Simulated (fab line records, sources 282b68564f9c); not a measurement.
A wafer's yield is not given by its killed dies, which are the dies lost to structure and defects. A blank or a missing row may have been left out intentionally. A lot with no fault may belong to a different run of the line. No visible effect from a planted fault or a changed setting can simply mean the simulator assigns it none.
A struck lot beside a sound one :: flow rit-cmos :: 21 out of 202 route steps
Sound: the wafers L625.2, L625.3, L625.6. The struck wafers were L631.2, L631.5, L631.6. The cause is given at the end.
Per side, at each step with rows, come the tool, then ch with its chambers, and then its first start. Under that, the readings that differ: sound wafers :: struck wafers :: difference of the means :: sigmas: that difference in standard deviations of wafers without a fault.
alike: a reading whose means differ by less than 2 such deviations, as well as words and numbers matching on both sides. not compared: withheld readings; readings where some wafer has no value; bounds like >300 that might hide an equal value; numbers whose values overlap and for which the record gives no deviation.
Wherever a step has rows on one side only, a row that says differs or no value, or a row with sigmas, the two part there. Numbers that have no deviation but don't overlap get no sigmas and don't part them. Lack of a reading on every wafer of one side parts them only where that side has two or more wafers.

first, 6 steps without rows for these wafers: RIT_NRETRO_HMDS_00 (prime time 60 s); RIT_NRETRO_COAT_01 (resist thk 1300 nm); RIT_NRETRO_SOFTBAKE_02 (time 60 s); RIT_NRETRO_EXPOSE_03 (exposes mask M4, target cd 43900 nm); RIT_NRETRO_PEB_04; RIT_NRETRO_DEVELOP_05 (develop time 68 s).
RIT_NRETRO_OVL_MEAS_06:
  sound on overlay-01, day 3 02:16; struck on overlay-02, day 4 07:19
  alike: NRETRO_OVL
then, 2 steps without rows for these wafers: RIT_NRETRO_HARDBAKE_07 (time 120 s); RIT_NRETRO_IMPLANT_08.
RIT_NRETRO_STRIP_09: strips in O2, time 180 s.
  sound on plasma-asher-03 ch 0,1, day 3 02:41; struck on plasma-asher-03 ch 0,1, day 4 07:52
  alike: drypump-motor-current-A
  not compared: rf-hours-counter-h
RIT_NRETRO_TW_MEAS_10:
  sound on film-metro-04, day 3 02:53; struck on film-metro-01, day 4 08:05
reading: NRETRO_TW
sound: 1048 1043 1043
struck: 1056 1058 1060
difference: +13
sigmas: +2
then, 1 step without rows for these wafers: RIT_PRETRO_HMDS_00 (prime time 60 s).
RIT_PRETRO_COAT_01: resist thk 1300 nm.
  sound on litho-track-03 ch 0, day 3 03:06; struck on litho-track-01 ch 0, day 4 08:19
reading: spin-speed-rpm (rpm)
sound: 2002.0 2000.2 2001.1
struck: 1928.8 1928.1 1926.8
difference: -73.2
sigmas: -52

reading: model.NOVOLAK_of_PRETRO_COAT_01.thk-nm (nm)
sound: 1300 1301 1300
struck: 1328 1322 1330
difference: +26
sigmas: 
  alike: dispense-pressure-kPa
then, 4 steps without rows for these wafers: RIT_PRETRO_SOFTBAKE_02 (time 60 s); RIT_PRETRO_EXPOSE_03 (exposes mask M5, target cd 43700 nm); RIT_PRETRO_PEB_04; RIT_PRETRO_DEVELOP_05 (develop time 68 s).
RIT_PRETRO_OVL_MEAS_06:
  sound on overlay-01, day 3 03:56; struck on overlay-01, day 4 09:09
reading: PRETRO_OVL (nm)
sound: -0.6 -0.6 -0.7
struck: 2.3 3.2 2.0
difference: +3.1
sigmas: +2
RIT_PRETRO_HARDBAKE_07: time 120 s.
  sound on litho-track-03 ch 0, day 3 04:01; struck on litho-track-04 ch 0, day 4 09:13
reading: model.NOVOLAK_of_PRETRO_COAT_01.thk-nm (nm)
sound: 1137 1138 1137
struck: 1161 1156 1163
difference: +23
sigmas: 
then, 1 step without rows for these wafers: RIT_PRETRO_IMPLANT_08.
RIT_M1_PROBE_99:
  rows exist in the record for the struck wafers here (prober-02, day 5 11:04), but not for the sound ones

WHERE THEY PART
Last at RIT_M1_PROBE_99 as far as this record goes, first at RIT_NRETRO_TW_MEAS_10.

WHY: what the simulator had put in
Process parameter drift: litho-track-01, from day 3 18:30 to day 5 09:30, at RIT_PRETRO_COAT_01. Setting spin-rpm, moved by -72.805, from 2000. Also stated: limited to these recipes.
